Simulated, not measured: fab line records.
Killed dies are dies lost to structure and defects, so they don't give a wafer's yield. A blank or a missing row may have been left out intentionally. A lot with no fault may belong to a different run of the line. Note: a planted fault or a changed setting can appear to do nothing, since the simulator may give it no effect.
2 desks looking at one fault / flow berkeley-cmos170 / what lay behind the numbers comes last; until then each desk has only its own

== FROM THE METROLOGY DESK ==
What the gauges read, lot by lot, whatever tool the lot ran on: means of the sampled wafers that have a number. Marked OUT: a lot whose mean sits more than 4 standard deviations from the usual mean, which makes it out of limits; the brackets give that distance.
Columns: A = cd-nm at UCB170_GATE_CD_MEAS_90, usual 350.9 nm
lot=L344; first seen here=day 7 18:35; A=352.7
lot=L345; first seen here=day 7 18:50; A=350.2
lot=L346; first seen here=day 8 07:12; A=348.8
lot=L348; first seen here=day 8 07:26; A=350.8
lot=L349; first seen here=day 8 07:38; A=349.7
lot=L352; first seen here=day 9 08:25; A=346.0
lot=L353; first seen here=day 9 13:02; A=345.0
lot=L359; first seen here=day 10 02:19; A=349.0
lot=L360; first seen here=day 11 02:37; A=353.2
lot=L363; first seen here=day 11 18:29; A=349.6
lot=L364; first seen here=day 11 18:46; A=351.5
lot=L366; first seen here=day 12 03:09; A=349.6
lot=L365; first seen here=day 12 03:13; A=349.1
lot=L367; first seen here=day 12 16:19; A=353.0
Result from this desk: across the 14 lots, nothing is out of limits.

== THE TOOL OWNER'S DESK: rie-diel-04 ==
The tool's own readings at UCB170_GATE_ETCH_14 (etches BARC in N2/H2): means of the sampled wafers that have a number, for each lot that ran on this tool. Marked OUT: a lot whose mean sits more than 4 standard deviations from the usual mean, which makes it out of limits; the brackets give that distance.
Columns: A = drypump-motor-current-A at UCB170_GATE_ETCH_14, usual 5.7 A; B = oes-product-au at UCB170_GATE_ETCH_14, usual 0.996 a.u.; C = throttle-valve-pct at UCB170_GATE_ETCH_14, usual 13.36 %
lot=L345; first seen here=day 7 18:38; A=5.7; B=0.984; C=13.38
lot=L348; first seen here=day 8 07:14; A=5.9; B=0.975; C=13.36
lot=L352; first seen here=day 9 08:13; A=5.7; B=1.349 (+21) OUT; C=13.39
lot=L353; first seen here=day 9 12:49; A=5.7; B=1.352 (+21) OUT; C=13.40
lot=L367; first seen here=day 12 15:50; A=5.9; B=0.988; C=13.30
Finding of this desk: L352, L353 out of limits; the first was L352 at day 9 08:13, on oes-product-au at UCB170_GATE_ETCH_14. Within limits: L345, L348, L367.

== PUT TOGETHER ==
The tool owner's desk had the chance to raise an alarm at day 9 08:13 on L352, L353.
From the metrology desk's view, nothing was out of limits.
The metrology desk has L352, L353 on record, within its limits.
UCB170_GATE_ETCH_14 was run on rie-diel-04 by each of the lots named.

== WHAT THE SIMULATOR PUT IN ==
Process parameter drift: rie-diel-04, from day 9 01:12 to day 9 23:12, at UCB170_GATE_ETCH_14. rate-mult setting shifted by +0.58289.
Struck lots among those shown: L352, L353.
Time in hours from fault onset to the first out-of-limits reading at each desk: the tool owner's desk, 7.
